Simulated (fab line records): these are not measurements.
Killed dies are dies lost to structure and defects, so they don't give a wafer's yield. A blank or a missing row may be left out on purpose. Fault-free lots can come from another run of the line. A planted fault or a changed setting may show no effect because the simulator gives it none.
The tool behind it: which one? | flow berkeley_cmos170 | Sampling: 15 lots, 45 wafers, 2 of 331 route steps

## WHAT THE GAUGES READ, wafer by wafer
UCB170_NSD_TW_MEAS_10.
lot  | measured     | on            | NSD_TW
L123 | day 8 05:23  | film_metro-02 | 4232 4229 4235
L122 | day 8 05:23  | film_metro-03 | 4157 4181 4175
L124 | day 8 18:29  | film_metro-04 | 4161 4181 4190
L125 | day 8 19:13  | film_metro-04 | 4189 4189 4166
L127 | day 9 09:55  | film_metro-03 | 4196 4175 4170
L126 | day 9 10:29  | film_metro-04 | 4193 4197 4199
L131 | day 9 21:05  | film_metro-03 | 269 275 273
L132 | day 9 21:29  | film_metro-02 | 298 286 280
L133 | day 10 18:59 | film_metro-02 | 273 275 265
L134 | day 10 19:13 | film_metro-04 | 4205 4200 4217
L137 | day 11 13:58 | film_metro-04 | 4219 4214 4214
L136 | day 11 14:15 | film_metro-04 | 4235 4218 4219
L140 | day 11 21:03 | film_metro-04 | 4221 4205 4221
L139 | day 11 21:28 | film_metro-04 | 4208 4210 4202
L143 | day 12 04:56 | film_metro-02 | 4230 4206 4222

## TOOL THAT RAN EACH LOT (tool first, then ch and the chambers of the sampled wafers, then the start)
lot  | UCB170_NSD_DEVELOP_05
L123 | litho_track-03 ch 0, day 8 04:00
L122 | litho_track-04 ch 0, day 8 04:00
L124 | litho_track-02 ch 0, day 8 17:00
L125 | litho_track-04 ch 0, day 8 18:00
L127 | litho_track-04 ch 0, day 9 09:00
L126 | litho_track-04 ch 0, day 9 09:00
L131 | litho_track-02 ch 0, day 9 20:00
L132 | litho_track-02 ch 0, day 9 20:00
L133 | litho_track-02 ch 0, day 10 18:00
L134 | litho_track-04 ch 0, day 10 18:00
L137 | litho_track-04 ch 0, day 11 13:00
L136 | litho_track-03 ch 0, day 11 13:00
L140 | litho_track-04 ch 0, day 11 20:00
L139 | litho_track-04 ch 0, day 11 20:00
L143 | litho_track-03 ch 0, day 12 04:00
- UCB170_NSD_DEVELOP_05: develop time 45 s.

## AS READ BY THE TOOLS THEMSELVES (means over the sampled wafers that have a number; for cases with no such wafer, the mark the record gives instead)
The record holds no such reading with a usual standard deviation.

## THE ANSWER, worked out from the rows above alone
Rule: what is usual is taken from the lots themselves. The widest of any qualifying gaps counts: lots, ordered by their means at a reading, are off when they make up no more than a third of the lots, leave a main group of 4 or more, and stand apart from it by 3 or more times the standard deviation of that group's means. The tables above print the reading to a certain number of digits; a main group whose means all agree to those digits is not used. Also off: a lot with no number at a reading for which 4 or more lots have one. Any other lot the step has rows for is counted as sound. First the gauges in route order, then the tools' own readings, where a lot's mean is used as printed above. The first step at which some lot is off is used, and at that step the reading that is off furthest; a lot without a number counts as furthest.
Off: L131, L132, L133, at UCB170_NSD_TW_MEAS_10 (NSD_TW). Main group: mean 4202, sd 20.
If a tool, at a process step before that reading, ran all the lots that are off and no sound lot after the first of them, it fits. Those tools and the gauges at UCB170_NSD_TW_MEAS_10 are tried in the same way. One fits: UCB170_NSD_DEVELOP_05 on litho_track-02. A fault onset in the window from L124 (day 8 17:00, its last sound lot) to L131 (day 9 20:00, its first lot off) fits.

## WHAT THE SIMULATOR HAD INSERTED
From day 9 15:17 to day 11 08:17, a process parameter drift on litho_track-02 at UCB170_NSD_DEVELOP_05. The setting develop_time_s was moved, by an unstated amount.
Shown lots that were struck: L131, L132, L133. The same result came from the rule above.
